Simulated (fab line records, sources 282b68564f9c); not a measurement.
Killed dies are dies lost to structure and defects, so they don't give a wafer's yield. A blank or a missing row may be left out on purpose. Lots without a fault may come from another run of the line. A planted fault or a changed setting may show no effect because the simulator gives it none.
Problem report in the 8D (eight disciplines) form, filled by code | flow rit_cmos | the parts of the form that need people (team, actions taken, sign-off) are left out

1. THE PROBLEM
REOX_OXIDE_THK at RIT_REOX_THK_MEAS_04 reads a mean of 16.5 nm on 6 wafers of 2 lots; wafers without a fault read 25.1 nm with a standard deviation of 0.54. That is -16 standard deviations from the usual mean.
First seen on wafer L552.1, day 7 02:00, on film_metro-03. The record holds 42 wafers of 14 lots with a number at this step. Rule for "out", or "out of limits": more than 4 standard deviations from the usual mean. The other wafers with a number count as sound.

2. WHAT IT IS AND WHAT IT IS NOT
question                    | is                           | is not
which readings at this step | REOX_OXIDE_THK               | -
which lots                  | L552, L553                   | L531, L532, L533, L534, L535, L536, L537, L538, L539, L540, L541, L547
which wafers of those lots  | all that have a number       | -
read on which gauges        | film_metro-01, film_metro-03 | film_metro-04
when                        | from day 7 02:00             | up to then (36 sound wafers)

3. SUSPECTS, AND WHAT RULES EACH OUT
Counting: a tool at a process step up to the reading stays a suspect if it ran every lot that is out and no sound lot after the first of them.
- the gauge at RIT_REOX_THK_MEAS_04: ruled out. The wafers that are out were read on 2 gauges (film_metro-01, film_metro-03).
- furnace-03 at RIT_REOX_OXIDATION_03 (target thk 25.2 nm, ox time 5580 s): kept. It ran every lot that is out, first L552 (day 6 23:27), and no sound lot after that; its last sound lot up to then is L541 (day 4 16:05). Its own readings are out on those wafers: spike_tc_centre_C, spike_tc_load_C, spike_tc_source_C, tube_center_temp_C, tube_center_temp_C_max.
Left after counting: furnace-03 at RIT_REOX_OXIDATION_03.

4. THE CAUSE (what the simulator had put in)
Process parameter drift: furnace-03, from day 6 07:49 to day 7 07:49, at RIT_REOX_OXIDATION_03. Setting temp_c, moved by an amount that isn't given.
Counting left only this tool.

5. THE CHAIN OF EFFECTS, in route order
Each row: a reading whose mean over the struck wafers that have a number lies more than 3 standard deviations from the usual. Only readings for which the record gives a usual standard deviation are gone through. hours: the time from each lot's start at the first step in this table that gives one to its start at this step, as a median over the lots. sigmas: the change in usual standard deviations.
hours | step                  | reading                | usual    | on struck wafers | change | sigmas
0     | RIT_REOX_OXIDATION_03 | spike_tc_centre_C      | 902.5 C  | 864.4            | -38.1  | -18
0     | RIT_REOX_OXIDATION_03 | spike_tc_load_C        | 924.1 C  | 889.8            | -34.3  | -16
0     | RIT_REOX_OXIDATION_03 | spike_tc_source_C      | 923.6 C  | 887.0            | -36.6  | -24
0     | RIT_REOX_OXIDATION_03 | tube_center_temp_C     | 899.99 C | 864.21           | -35.78 | -99 or more
0     | RIT_REOX_OXIDATION_03 | tube_center_temp_C_max | 902.3    | 866.6            | -35.7  | -94
3     | RIT_REOX_THK_MEAS_04  | REOX_OXIDE_THK         | 25.1 nm  | 16.5             | -8.6   | -16
The process steps in it:
- RIT_REOX_OXIDATION_03: target thk 25.2 nm, ox time 5580 s.
Later measuring or inspecting steps at which every struck wafer that the step has a row for has a number for every such reading, and none has moved that far: RIT_SDANNEAL_RS_MEAS_04.

6. WHAT WOULD HAVE CAUGHT IT SOONER
In this record the first reading out of limits at a measuring or inspecting step was taken at day 7 02:00, 18 hours after the fault began at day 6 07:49.
The tool's own readings at RIT_REOX_OXIDATION_03 were out on every struck wafer that the step has a row for (spike_tc_centre_C, spike_tc_load_C, spike_tc_source_C, tube_center_temp_C, tube_center_temp_C_max): an alarm limit on them would have fired on the first of those.
Of the lots that are out (2), L553 began RIT_REOX_OXIDATION_03 on furnace-03 after day 7 02:00. A hold on the tool at that time would have spared it.
